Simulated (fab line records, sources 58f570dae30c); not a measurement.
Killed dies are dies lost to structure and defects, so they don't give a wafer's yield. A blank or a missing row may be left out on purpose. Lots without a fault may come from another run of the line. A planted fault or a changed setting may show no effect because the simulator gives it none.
fab line records | flow berkeley_cmos170
record lots=6 wafers=18 last_day=11
route steps=331 shown V2@298 M3@309
lots that met no fault: from a run of the same line without faults
start_h: hours from the record's first day to the start of the lot's first wafer shown | wait_h: hours since the lot's step before | " the same as in the row above | L1.1+2: a row that stands for several wafers | - no value, or no start given | * or withheld: withheld | < > ~ a bound
route shown NAME@n: a module of which the file shows steps, and the number in the route of the first | usual: mean/standard deviation of fault-free wafers | same: alike in all rows | chamber/n: place in a boat | sites: the reading at each site | _std_site: their standard deviation | _edge_site: outer sites' mean less inner sites' | radius_mm: how far each site lies from the wafer's centre | mask NAME#n: copy n | behind: the tool/chamber that last shaped the wafer | hold: why the lot was held/for how many hours/how that ended | device: the transistor (n, p or np) that didn't switch | end of line: the same wafers' tests at the end of the route | a step without rows: its recipe alone | killed: dies lost to structure and defects at the first sort, not the wafer's yield | map: a wafer's dies, x killed, . not, _ none there
set.NAME: the setting as run; set.NAME@STEP: as run at that earlier step | model.NAME: the simulator's own value behind a step, which no gauge read
lots at some steps of the route; a table a step, a row a wafer
services: from which hour (start_h, from the record's first day; less than 0 if before it) a tool's chamber was out of use, for how many hours, and why
## steps
# step UCB170_V2_HMDS_06
# recipe prime_time_s=60 prime_temp_c=100
# step UCB170_V2_COAT_07
# recipe resist=KrF spin_rpm=1500 resist_thk_nm=900
# step UCB170_V2_SOFTBAKE_08
# recipe resist=KrF temp_c=130 time_s=60
# step UCB170_V2_EXPOSE_09
# recipe mask_id=VIA2 target_cd_nm=700 na=0.5 sigma_outer=0.6 source_shape=conventional dose_mj=37
# step UCB170_V2_PEB_10
# recipe peb_temp_c=130 peb_time_s=withheld resist=KrF
# step UCB170_V2_DEVELOP_11
# recipe developer=TMAH develop_time_s=45 resist=KrF dev_temp_c=21
# step UCB170_V2_CD_MEAS_12
# recipe target_cd_nm=700
# usual cd_nm=700.0/1.2
# columns lot.wafer tool chamber start_h wait_h cd_nm
L292.3 cd_sem-01 - 157.15 - 698.1
L292.4 " - " " 699.0
L292.5 " - " " 697.1
L293.1 cd_sem-02 - 159.69 - 701.1
L293.3 " - " " 700.8
L293.4 " - " " 701.9
L305.3 cd_sem-01 - 237.08 - 703.0
L305.4 " - " " 701.6
L305.6 " - " " 700.6
L310.2 cd_sem-01 - 255.48 - 701.1
L310.5 " - " " 701.0
L310.6 " - " " 698.7
L311.2 cd_sem-01 - 255.80 - 698.0
L311.3 " - " " 700.5
L311.4 " - " " 699.2
L314.1 cd_sem-01 - 268.06 - 699.3
L314.3 " - " " 699.4
L314.4 " - " " 698.0
# step UCB170_V2_OVL_MEAS_13
# usual V2_OVL=1/4.6
# columns lot.wafer tool chamber start_h wait_h V2_OVL[nm]
L292.3 overlay-01 - 157.24 0.1 -4
L292.4 " - " " -9
L292.5 " - " " -6
L293.1 overlay-01 - 159.81 0.1 8
L293.3 " - " " 1
L293.4 " - " " 2
L305.3 overlay-01 - 237.17 0.1 -3
L305.4 " - " " -1
L305.6 " - " " -2
L310.2 overlay-01 - 255.59 0.1 1
L310.5 " - " " 3
L310.6 " - " " 1
L311.2 overlay-02 - 255.90 0.1 -3
L311.3 " - " " 0
L311.4 " - " " 2
L314.1 overlay-02 - 268.18 0.1 -2
L314.3 " - " " -2
L314.4 " - " " 1
# step UCB170_V2_ETCH_14
# recipe chemistry=CHF3/CF4/Ar target=SiO2 stop_on=Al CHF3_flow_sccm=45 cf4_flow_sccm=15 Ar_flow_sccm=150 pressure_mtorr=200 rf_w=700 target_depth_a=12500 over_etch_frac=0.25 time_s=291
# usual drypump_motor_current_A=5.8/0.49 mfc_ar_sccm=150.0/0.49 oes_product_au=0.879/0.0092 throttle_valve_pct=6.89/0.12
# columns lot.wafer tool chamber start_h wait_h drypump_motor_current_A mfc_ar_sccm oes_product_au rf_hours_counter_h throttle_valve_pct
L292.3 rie_diel-01 1 157.27 0.0 5.4 149.8 0.872 2 6.94
L292.4 " 3 " " 5.8 150.6 0.878 54 6.75
L292.5 " 1 " " 5.4 149.9 0.874 - 6.94
L293.1 rie_diel-04 2 159.85 0.0 5.6 150.3 0.872 8 7.10
L293.3 " 0 " " 6.0 149.4 0.877 128 6.89
L293.4 " 2 " " 5.6 149.7 0.880 - 7.11
L305.3 rie_diel-04 1 237.19 0.0 5.9 150.0 0.875 4 7.00
L305.4 " 3 " " 5.1 149.4 0.900 139 6.97
L305.6 " 3 " " 5.1 149.7 0.895 - 6.97
L310.2 rie_diel-02 2 255.62 0.0 6.7 150.6 0.858 26 6.90
L310.5 " 2 " " 6.7 150.3 0.867 - 6.92
L310.6 " 1 " " 5.3 149.0 0.873 - 6.73
L311.2 rie_diel-01 1 255.93 0.0 5.4 150.0 0.864 7 6.94
L311.3 " 3 " " 5.8 150.4 0.877 58 6.73
L311.4 " 2 " " 6.5 149.1 0.884 70 6.71
L314.1 rie_diel-02 2 268.22 0.0 6.7 150.2 0.866 27 6.91
L314.3 " 0 " " 5.7 149.7 0.876 4 7.09
L314.4 " 2 " " 6.7 149.8 0.862 - 6.91
# step UCB170_V2_STRIP_15
# recipe chemistry=O2 power_w=400 pressure_mtorr=3500 platen_temp_c=withheld o2_flow_sccm=390.8 overash_fraction=0.5
# usual drypump_motor_current_A=5.8/0.56 oes_product_au=0.720/0.0048 strip_time_to_endpoint_s=15.38/0.11
# columns lot.wafer tool chamber start_h wait_h drypump_motor_current_A oes_product_au rf_hours_counter_h strip_time_to_endpoint_s
L292.3 plasma_asher-04 0 157.48 0.1 4.7 0.719 - 15.36
L292.4 " 1 " " 6.0 0.729 - 15.27
L292.5 " 0 " " 4.7 0.720 - 15.43
L293.1 plasma_asher-04 0 160.03 0.1 4.7 0.716 48 15.35
L293.3 " 0 " " 4.7 0.713 - 15.30
L293.4 " 1 " " 6.0 0.725 - 15.44
L305.3 plasma_asher-03 0 237.41 0.1 5.4 0.710 - 15.23
L305.4 " 1 " " 6.2 0.714 - 15.49
L305.6 " 1 " " 6.2 0.721 - 15.52
L310.2 plasma_asher-03 1 255.79 0.1 6.2 0.720 48 15.49
L310.5 " 0 " " 5.4 0.711 - 15.44
L310.6 " 1 " " 6.2 0.716 - 15.44
L311.2 plasma_asher-03 0 256.11 0.1 5.4 0.717 48 15.41
L311.3 " 1 " " 6.2 0.732 - 15.37
L311.4 " 0 " " 5.4 0.721 - 15.40
L314.1 plasma_asher-01 0 268.40 0.1 6.5 0.718 17 15.36
L314.3 " 1 " " 5.4 0.719 - 15.56
L314.4 " 0 " " 6.5 0.727 - 15.42
# step UCB170_V2_CD_MEAS_90
# recipe target_cd_nm=700
# usual cd_nm=699.8/1.3
# columns lot.wafer tool chamber start_h wait_h cd_nm
L292.3 cd_sem-02 - 157.58 0.1 698.0
L292.4 " - " " 699.2
L292.5 " - " " 696.9
L293.1 cd_sem-01 - 160.13 0.1 700.5
L293.3 " - " " 701.2
L293.4 " - " " 701.6
L305.3 cd_sem-02 - 237.51 0.1 703.2
L305.4 " - " " 702.2
L305.6 " - " " 700.9
L310.2 cd_sem-02 - 255.91 0.1 700.3
L310.5 " - " " 700.3
L310.6 " - " " 699.4
L311.2 cd_sem-01 - 256.23 0.1 697.0
L311.3 " - " " 700.1
L311.4 " - " " 698.5
L314.1 cd_sem-01 - 268.50 0.1 698.7
L314.3 " - " " 699.1
L314.4 " - " " 697.6
# step UCB170_M3_PRE_CLEAN_00
# recipe gas=Ar preclean_etch_time_s=60
# step UCB170_M3_SPUTTER_01
# recipe material=Al target_thk_nm=900 time_s=120 power_w=6000 chamber_pressure_pa=0.5
# usual throttle_valve_pct=30.1/1.2
# columns lot.wafer tool chamber start_h wait_h throttle_valve_pct model.Al_of_M3_SPUTTER_01.thk_nm
L292.3 pvd_sputter-01 - 157.73 0.0 28.3 908.6
L292.4 " - " " 30.8 902.2
L292.5 " - " " 31.4 907.6
L293.1 pvd_sputter-04 - 160.31 0.0 28.9 892.7
L293.3 " - " " 29.6 897.9
L293.4 " - " " 30.9 882
L305.3 pvd_sputter-04 - 237.66 0.0 29.0 908.1
L305.4 " - " " 29.4 1091
L305.6 " - " " 29.6 1087
L310.2 pvd_sputter-04 - 256.08 0.0 29.3 1082
L310.5 " - " " 29.2 898
L310.6 " - " " 29.3 1081
L311.2 pvd_sputter-01 - 256.40 0.0 31.5 911.4
L311.3 " - " " 31.0 906.5
L311.4 " - " " 30.2 916.7
L314.1 pvd_sputter-01 - 268.68 0.0 31.5 912.4
L314.3 " - " " 31.0 911
L314.4 " - " " 28.1 922.5
# step UCB170_M3_RS_MEAS_02
# recipe thk_meas_gauge=four-point-probe reads=Al_of_M3_SPUTTER_01
# usual M3_AL_RS=0.0321/0.0004
# columns lot.wafer tool chamber start_h wait_h M3_AL_RS[ohm/sq]
L292.3 film_metro-04 - 157.85 0.1 0.0319
L292.4 " - " " 0.0321
L292.5 " - " " 0.0319
L293.1 film_metro-04 - 160.40 0.0 0.0324
L293.3 " - " " 0.0323
L293.4 " - " " 0.0329
L305.3 film_metro-02 - 237.78 0.1 0.0319
L305.4 " - " " 0.0266
L305.6 " - " " 0.0266
L310.2 film_metro-02 - 256.18 0.1 0.0267
L310.5 " - " " 0.0322
L310.6 " - " " 0.0268
L311.2 film_metro-04 - 256.50 0.1 0.0318
L311.3 " - " " 0.0320
L311.4 " - " " 0.0316
L314.1 film_metro-03 - 268.77 0.0 0.0318
L314.3 " - " " 0.0319
L314.4 " - " " 0.0315
# step UCB170_M3_THK_MEAS_03
# recipe thk_meas_gauge=xrf reads=Al_of_M3_SPUTTER_01
# usual M3_AL_THK=906/12
# columns lot.wafer tool chamber start_h wait_h M3_AL_THK[nm]
L292.3 film_metro-04 - 157.95 0.1 913
L292.4 " - " " 901
L292.5 " - " " 912
L293.1 film_metro-04 - 160.52 0.1 893
L293.3 " - " " 895
L293.4 " - " " 886
L305.3 film_metro-02 - 237.88 0.1 921
L305.4 " - " " 1102
L305.6 " - " " 1088
L310.2 film_metro-02 - 256.29 0.1 1093
L310.5 " - " " 907
L310.6 " - " " 1094
L311.2 film_metro-04 - 256.61 0.1 919
L311.3 " - " " 914
L311.4 " - " " 920
L314.1 film_metro-03 - 268.89 0.1 913
L314.3 " - " " 911
L314.4 " - " " 929
# step UCB170_M3_HMDS_04
# recipe prime_time_s=60 prime_temp_c=100
# step UCB170_M3_COAT_05
# recipe resist=KrF spin_rpm=1500 resist_thk_nm=900
# step UCB170_M3_SOFTBAKE_06
# recipe resist=KrF temp_c=130 time_s=60
# step UCB170_M3_STRIP_07
# recipe chemistry=O2 power_w=400 pressure_mtorr=3500 platen_temp_c=withheld o2_flow_sccm=400 overash_fraction=0.5
# usual drypump_motor_current_A=5.5/0.52 oes_product_au=0.735/0.0046 strip_time_to_endpoint_s=21.94/0.067
# columns lot.wafer tool chamber start_h wait_h drypump_motor_current_A oes_product_au rf_hours_counter_h strip_time_to_endpoint_s
L292.3 plasma_asher-04 1 159.19 0.1 6.0 0.739 - 21.93
L292.4 " 0 " " 4.7 0.732 - 21.88
L292.5 " 0 " " 4.7 0.727 - 21.94
L293.1 plasma_asher-03 1 161.20 0.1 6.2 0.732 37 21.84
L293.3 " 0 " " 5.4 0.735 - 21.85
L293.4 " 1 " " 6.3 0.733 - 21.82
L305.3 plasma_asher-04 0 238.69 0.1 4.7 0.738 - 21.96
L305.4 " 1 " " 6.0 0.736 - 21.98
L305.6 " 1 " " 6.0 0.737 - 22.02
L310.2 plasma_asher-04 1 256.79 0.1 6.0 0.737 59 21.85
L310.5 " 1 " " 6.0 0.724 - 21.88
L310.6 " 0 " " 4.7 0.732 - 21.91
L311.2 plasma_asher-03 1 257.32 0.1 6.2 0.737 48 21.94
L311.3 " 1 " " 6.2 0.735 - 21.91
L311.4 " 0 " " 5.4 0.729 - 21.93
L314.1 plasma_asher-03 1 269.40 0.1 6.2 0.730 49 21.91
L314.3 " 0 " " 5.4 0.736 - 22.02
L314.4 " 1 " " 6.2 0.738 - 21.94
# step UCB170_M3_STRIP_08
# recipe chemistry=DMSO temp_c=80 time_s=600 material=KrF
# step UCB170_M3_COAT_09
# recipe resist=BARC temp_c=withheld time_s=withheld spin_rpm=3000 resist_thk_nm=withheld
# step UCB170_M3_COAT_10
# recipe resist=KrF spin_rpm=1500 resist_thk_nm=900
# step UCB170_M3_SOFTBAKE_11
# recipe resist=KrF temp_c=130 time_s=60
# step UCB170_M3_EXPOSE_12
# recipe mask_id=METAL3 target_cd_nm=700 na=0.5 sigma_outer=0.6 source_shape=conventional dose_mj=26
# step UCB170_M3_PEB_13
# recipe peb_temp_c=130 peb_time_s=withheld resist=KrF
# step UCB170_M3_DEVELOP_14
# recipe developer=TMAH develop_time_s=45 resist=KrF dev_temp_c=21
# step UCB170_M3_CD_MEAS_15
# recipe target_cd_nm=700
# usual cd_nm=699.8/1.2
# columns lot.wafer tool chamber start_h wait_h cd_nm
L292.3 cd_sem-02 - 161.02 - 698.7
L292.4 " - " " 699.4
L292.5 " - " " 699.0
L293.1 cd_sem-02 - 165.44 - 701.7
L293.3 " - " " 701.7
L293.4 " - " " 701.1
L305.3 cd_sem-01 - 241.38 - 697.8
L305.4 " - " " 698.1
L305.6 " - " " 698.9
L310.2 cd_sem-02 - 258.71 - 699.9
L310.5 " - " " 699.7
L310.6 " - " " 699.7
L311.2 cd_sem-01 - 258.99 - 700.8
L311.3 " - " " 699.3
L311.4 " - " " 699.7
L314.1 cd_sem-01 - 271.01 - 699.6
L314.3 " - " " 701.0
L314.4 " - " " 700.9
# step UCB170_M3_OVL_MEAS_16
# usual M3_OVL=1/4.8
# columns lot.wafer tool chamber start_h wait_h M3_OVL[nm]
L292.3 overlay-01 - 161.11 0.1 5
L292.4 " - " " 5
L292.5 " - " " 1
L293.1 overlay-02 - 165.56 0.1 0
L293.3 " - " " -3
L293.4 " - " " 4
L305.3 overlay-02 - 241.48 0.1 -10
L305.4 " - " " 0
L305.6 " - " " -5
L310.2 overlay-01 - 258.82 0.1 -1
L310.5 " - " " 10
L310.6 " - " " 3
L311.2 overlay-02 - 259.10 0.1 4
L311.3 " - " " -1
L311.4 " - " " 4
L314.1 overlay-01 - 271.13 0.1 1
L314.3 " - " " 5
L314.4 " - " " -2
# step UCB170_M3_ETCH_17
# recipe chemistry=N2/H2 target_depth_a=withheld overetch_a=withheld target=BARC time_s=withheld source_w=500 bias_w=100 pressure_mtorr=30 n2_flow_sccm=100 h2_flow_sccm=200
# usual bias_w=100.0/0.3 drypump_motor_current_A=5.7/0.39 oes_product_au=1.009/0.014 throttle_valve_pct=13.28/0.24
# columns lot.wafer tool chamber start_h wait_h bias_w drypump_motor_current_A oes_product_au throttle_valve_pct
L292.3 rie_diel-04 0 161.14 0.0 100.3 6.0 1.017 13.32
L292.4 " 2 " " 99.6 5.6 1.008 13.58
L292.5 " 3 " " 99.9 5.1 1.007 13.36
L293.1 rie_diel-01 2 165.60 0.0 100.3 6.5 1.016 12.89
L293.3 " 3 " " 99.9 5.8 1.001 12.91
L293.4 " 0 " " 99.4 5.4 1.011 13.32
L305.3 rie_diel-01 1 241.50 0.0 100.2 5.4 0.995 13.41
L305.4 " 0 " " 100.1 5.5 0.998 13.33
L305.6 " 0 " " 100.3 5.4 1.011 13.33
L310.2 rie_diel-01 1 258.85 0.0 100.1 5.4 0.996 13.41
L310.5 " 0 " " 100.1 5.5 1.008 13.33
L310.6 " 1 " " 99.8 5.4 0.990 13.41
L311.2 rie_diel-04 1 259.13 0.0 100.2 5.8 1.017 13.47
L311.3 " 0 " " 99.8 6.0 1.020 13.32
L311.4 " 0 " " 100.1 6.0 1.022 13.32
L314.1 rie_diel-04 0 271.17 0.0 99.9 6.0 1.007 13.31
L314.3 " 3 " " 99.6 5.1 0.979 13.38
L314.4 " 1 " " 100.4 5.9 0.999 13.49
# step UCB170_M3_METAL_ETCH_18
# recipe chemistry=Cl2/BCl3 target=Al stop_on=SiO2 pressure_mtorr=12 target_depth_a=11700 over_etch_frac=0.3 time_s=195 icp_w=577 bias_w=120 Cl2_flow_sccm=90 bcl3_flow_sccm=45
# usual bias_w=119.9/0.38 drypump_motor_current_A=5.9/0.36 he_backside_leak_sccm=3.4/0.31 oes_product_au=0.858/0.015 throttle_valve_pct=24.46/0.19
# columns lot.wafer tool chamber start_h wait_h bias_w drypump_motor_current_A he_backside_leak_sccm oes_product_au rf_hours_counter_h throttle_valve_pct
L292.3 rie_metal-01 1 161.24 - 120.4 5.5 3.1 0.877 - 24.75
L292.4 " 0 " " 120.5 5.8 3.6 0.834 - 24.27
L292.5 " 1 " " 119.8 5.5 3.2 0.874 - 24.72
L293.1 rie_metal-01 1 165.64 - 119.7 5.5 3.1 0.865 2 24.73
L293.3 " 0 " " 120.2 5.7 3.4 0.841 - 24.28
L293.4 " 1 " " 120.3 5.5 3.2 0.859 - 24.74
L305.3 rie_metal-01 1 241.61 - 120.4 5.5 3.4 0.881 - 24.73
L305.4 " 0 " " 119.4 5.7 3.6 0.922 - 24.23
L305.6 " 0 " " 119.4 5.7 3.3 0.920 - 24.25
L310.2 rie_metal-01 1 258.89 - 119.6 5.5 3.2 0.966 5 24.70
L310.5 " 0 " " 120.4 5.7 3.4 0.844 - 24.27
L310.6 " 1 " " 119.6 5.5 3.1 0.966 - 24.70
L311.2 rie_metal-03 0 259.17 - 119.5 6.6 3.3 0.854 5 24.48
L311.3 " 0 " " 119.8 6.6 3.4 0.859 - 24.49
L311.4 " 1 " " 119.9 5.7 3.3 0.863 - 24.37
L314.1 rie_metal-01 0 271.21 - 120.2 5.8 3.3 0.840 9 24.28
L314.3 " 0 " " 120.9 5.7 3.4 0.844 - 24.29
L314.4 " 1 " " 120.1 5.5 3.2 0.882 - 24.72
# step UCB170_M3_STRIP_19
# recipe chemistry=O2 power_w=400 pressure_mtorr=3500 platen_temp_c=withheld o2_flow_sccm=400 overash_fraction=0.5
# usual drypump_motor_current_A=5.5/0.49 oes_product_au=0.575/0.019
# columns lot.wafer tool chamber start_h wait_h drypump_motor_current_A oes_product_au rf_hours_counter_h
L292.3 plasma_asher-02 0 161.40 0.1 5.2 0.561 -
L292.4 " 1 " " 5.8 0.590 -
L292.5 " 1 " " 5.8 0.563 -
L293.1 plasma_asher-04 0 165.83 0.1 4.7 0.555 49
L293.3 " 0 " " 4.7 0.606 -
L293.4 " 1 " " 6.0 0.548 -
L305.3 plasma_asher-02 1 241.76 0.1 5.8 0.552 -
L305.4 " 0 " " 5.2 0.596 -
L305.6 " 0 " " 5.2 0.597 -
L310.2 plasma_asher-02 1 259.08 0.1 5.9 0.567 57
L310.5 " 0 " " 5.3 0.593 -
L310.6 " 1 " " 5.9 0.559 -
L311.2 plasma_asher-04 1 259.36 0.1 6.0 0.574 59
L311.3 " 1 " " 6.0 0.589 -
L311.4 " 0 " " 4.7 0.551 -
L314.1 plasma_asher-02 0 271.40 0.1 5.3 0.605 58
L314.3 " 0 " " 5.2 0.605 -
L314.4 " 1 " " 5.8 0.560 -
# step UCB170_M3_PROBE_99
# columns lot.wafer tool chamber start_h wait_h model.etest.antenna_m2.over_limit model.etest.antenna_m3.short model.etest.antenna_m3.over_limit model.etest.antenna_m2.short model.etest.antenna_m3.vt_shift_v
L292.3 prober-01 - 161.81 0.2 0 0 0 0 -0.01252
L292.4 prober-01 - 161.86 0.2 0 0 0 0 -0.01445
L292.5 prober-01 - 161.91 0.2 0 0 0 0 -0.01097
L293.1 prober-01 - 166.17 0.1 0 0 0 0 -0.01452
L293.3 prober-01 - 166.27 0.2 0 0 0 0 -0.01555
L293.4 prober-01 - 166.32 0.2 0 0 0 0 -0.01659
L305.3 prober-01 - 242.17 0.2 0 0 0 0 -0.01799
L305.4+6 prober-01 - 242.22 0.2 1 1 1 1 -
L310.2 prober-01 - 259.47 0.1 0 0 0 0 -0.008931
L310.5 prober-01 - 259.62 0.2 0 0 0 0 -0.009005
L310.6 prober-01 - 259.67 0.2 0 0 0 0 -0.009128
L311.2 prober-02 - 259.83 0.1 0 0 0 0 -0.01155
L311.3 prober-02 - 259.88 0.2 0 0 0 0 -0.01336
L311.4 prober-02 - 259.93 0.2 0 0 0 0 -0.01576
L314.1 prober-02 - 271.74 0.1 0 0 0 0 -0.01063
L314.3 prober-02 - 271.84 0.2 0 0 0 0 -0.00751
L314.4 prober-02 - 271.89 0.2 0 0 0 0 -0.01207
# killed by level:class
L292.3 M2:geometric_particle:open=1
L292.4 GATE:geometric_particle:open=1
L292.5 SILICIDE:geometric_particle:short=1 M2:geometric_particle:open=1
L293.1 SPACER:geometric_particle:open=2 START:geometric_particle:open=1 SILICIDE:geometric_particle:short=1 M1:geometric_particle:short=1
L293.4 SILICIDE:geometric_particle:open=1 M2:geometric_particle:short=1
L310.2 CONTACT:geometric_particle:short=1 M3:area_etch=1
L310.5 V1:geometric_particle:short=1
L310.6 GATE:geometric_particle:short=1 SILICIDE:geometric_particle:short=1 M3:area_etch=1
L311.2 M2:geometric_particle:short=2 PWELL:geometric_particle:open=1 SILICIDE:geometric_particle:short=1 M3:geometric_particle:short=1
L311.3 GATE:geometric_particle:short=1 SPACER:geometric_particle:open=1 SILICIDE:geometric_particle:short=1 M2:geometric_particle:open=1 M2:geometric_particle:short=1
L311.4 WELLDRIVE:geometric_particle:short=1 CONTACT:geometric_particle:open=1 M3:geometric_particle:short=1 NWELL:area_etch=1
L314.1 SCREENOX:geometric_particle:open=1 GATE:geometric_particle:short=1 M3:geometric_particle:short=1 M3:geometric_particle:open=1
L314.3 WELLDRIVE:geometric_particle:open=1 V2:geometric_particle:short=1
## services
# columns tool chamber start_h hours kind
pvd_sputter-01 - 141.50 9.6 repair
rie_diel-02 0 151.23 7.4 repair
rie_diel-04 1 154.39 - clean
rie_diel-04 1 154.39 17.6 scheduled_down
rie_diel-04 1 154.39 17.6 vent_cycle
plasma_asher-01 - 163.42 2.4 repair
rie_metal-03 0 170.41 6.3 repair
rie_metal-01 - 175.20 0.2 repair
rie_diel-02 3 175.74 15.9 repair
rie_metal-03 - 176.71 1.4 pm
rie_diel-04 1 183.42 1.3 repair
pvd_sputter-01 - 183.60 3.2 repair
pvd_sputter-04 3 204.91 - consumable_replace:kit
pvd_sputter-04 3 204.91 18.0 scheduled_down
pvd_sputter-04 3 204.91 18.0 vent_cycle
rie_diel-04 0 220.58 2.3 repair
rie_diel-01 3 224.27 3.8 repair
rie_diel-04 3 249.60 - clean
rie_diel-04 3 249.60 16.3 scheduled_down
rie_diel-04 3 249.60 16.3 vent_cycle
plasma_asher-01 - 253.97 0.8 repair
plasma_asher-04 - 255.20 1.5 repair
rie_diel-04 - 255.37 2.8 pm
rie_diel-02 1 264.74 3.9 repair
## key
first_sign step=UCB170_M3_RS_MEAS_02 reading=M3_AL_RS direction=down sigmas=14 usual=0.0321 struck=0.0267
effect step=UCB170_M3_THK_MEAS_03 reading=M3_AL_THK direction=up sigmas=16 usual=906 struck=1094
effect step=UCB170_M3_METAL_ETCH_18 reading=oes_product_au direction=up sigmas=5.6 usual=0.858 struck=0.943
model_effect step=UCB170_M3_SPUTTER_01 value=Al_of_M3_SPUTTER_01.thk_nm without=890.9 struck=1085
model_effect step=UCB170_M3_PROBE_99 value=etest.antenna_m2.over_limit without=0 struck=1
met_at UCB170_M3_SPUTTER_01
struck_wafers L305.4,L305.6,L310.2,L310.6
later_rows_left_out L305.4,L305.6
sort_left_out L305.4,L305.6
onset_between 160.31 237.66
fault kind=process_parameter_drift tool=pvd_sputter-04 chamber=- onset_h=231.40 steps=UCB170_M3_SPUTTER_01 channel=time_s offset=* shape=step end_h=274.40 acts_in=* stated=* scope=struck_wafers_only
# sort_left_out: the simulated sort isn't trusted on such a fault, so these wafers' sort isn't shown, and their yield isn't known
# later_rows_left_out: the simulator's readings of these wafers behind a module that went badly wrong aren't trusted and aren't shown, but for the sort
